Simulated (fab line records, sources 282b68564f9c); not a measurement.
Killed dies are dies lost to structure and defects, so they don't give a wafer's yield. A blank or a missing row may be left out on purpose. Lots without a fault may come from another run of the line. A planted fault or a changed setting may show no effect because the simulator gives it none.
Problem report in the 8D (eight disciplines) form, filled by code | flow rit_cmos | the parts of the form that need people (team, actions taken, sign-off) are left out

1. THE PROBLEM
temp_c at RIT_SDANNEAL_CLEAN_00 reads a mean of 78.32 C on 6 wafers of 2 lots; wafers without a fault read 75.01 C with a standard deviation of 0.11. That is +30 standard deviations from the usual mean.
The step: cleans in SC1, time 572.4 s.
First seen on wafer L633.1, day 4 05:34, on wet_bench-02. The record holds 42 wafers of 14 lots with a number at this step. Rule for "out", or "out of limits": more than 4 standard deviations from the usual mean. The other wafers with a number count as sound.

2. WHAT IT IS AND WHAT IT IS NOT
question                    | is                        | is not
which readings at this step | temp_c, bath_guard_temp_C | -
which lots                  | L633, L639                | L628, L629, L630, L631, L638, L642, L643, L644, L645, L646, L648, L651
which wafers of those lots  | all that have a number    | -
read on which tools         | wet_bench-02              | wet_bench-01, wet_bench-03
when                        | from day 4 05:34          | up to then (12 sound wafers); but 24 sound wafers of L638, L642, L643, L644, L645, L646, L648, L651 came after

3. SUSPECTS, AND WHAT RULES EACH OUT
Counting: a tool at a process step up to the reading stays a suspect if it ran every lot that is out and no sound lot after the first of them.
- wet_bench-02 at RIT_SDANNEAL_CLEAN_00 (cleans in SC1, time 572.4 s): kept. It ran every lot that is out, first L633 (day 4 05:34), and no sound lot after that; its last sound lot up to then is L630 (day 3 16:13). Its own readings are out on those wafers: bath_guard_temp_C, temp_c.
Left after counting: wet_bench-02 at RIT_SDANNEAL_CLEAN_00.

4. THE CAUSE (what the simulator had put in)
Process parameter drift: wet_bench-02, from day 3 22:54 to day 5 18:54, at RIT_SDANNEAL_CLEAN_00. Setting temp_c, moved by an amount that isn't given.
Counting left only this tool.

5. THE CHAIN OF EFFECTS, in route order
Each row: a reading whose mean over the struck wafers that have a number lies more than 3 standard deviations from the usual. Only readings for which the record gives a usual standard deviation are gone through. hours: the time from each lot's start at the first step in this table that gives one to its start at this step, as a median over the lots. sigmas: the change in usual standard deviations.
hours | step                  | reading           | usual   | on struck wafers | change | sigmas
0     | RIT_SDANNEAL_CLEAN_00 | bath_guard_temp_C | 75.0 C  | 78.7             | +3.7   | +7.5
0     | RIT_SDANNEAL_CLEAN_00 | temp_c            | 75.01 C | 78.32            | +3.31  | +30
The process steps in it:
- RIT_SDANNEAL_CLEAN_00: cleans in SC1, time 572.4 s.

6. WHAT WOULD HAVE CAUGHT IT SOONER
In this record the first reading out of limits was taken at day 4 05:34, 7 hours after the fault began at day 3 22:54.
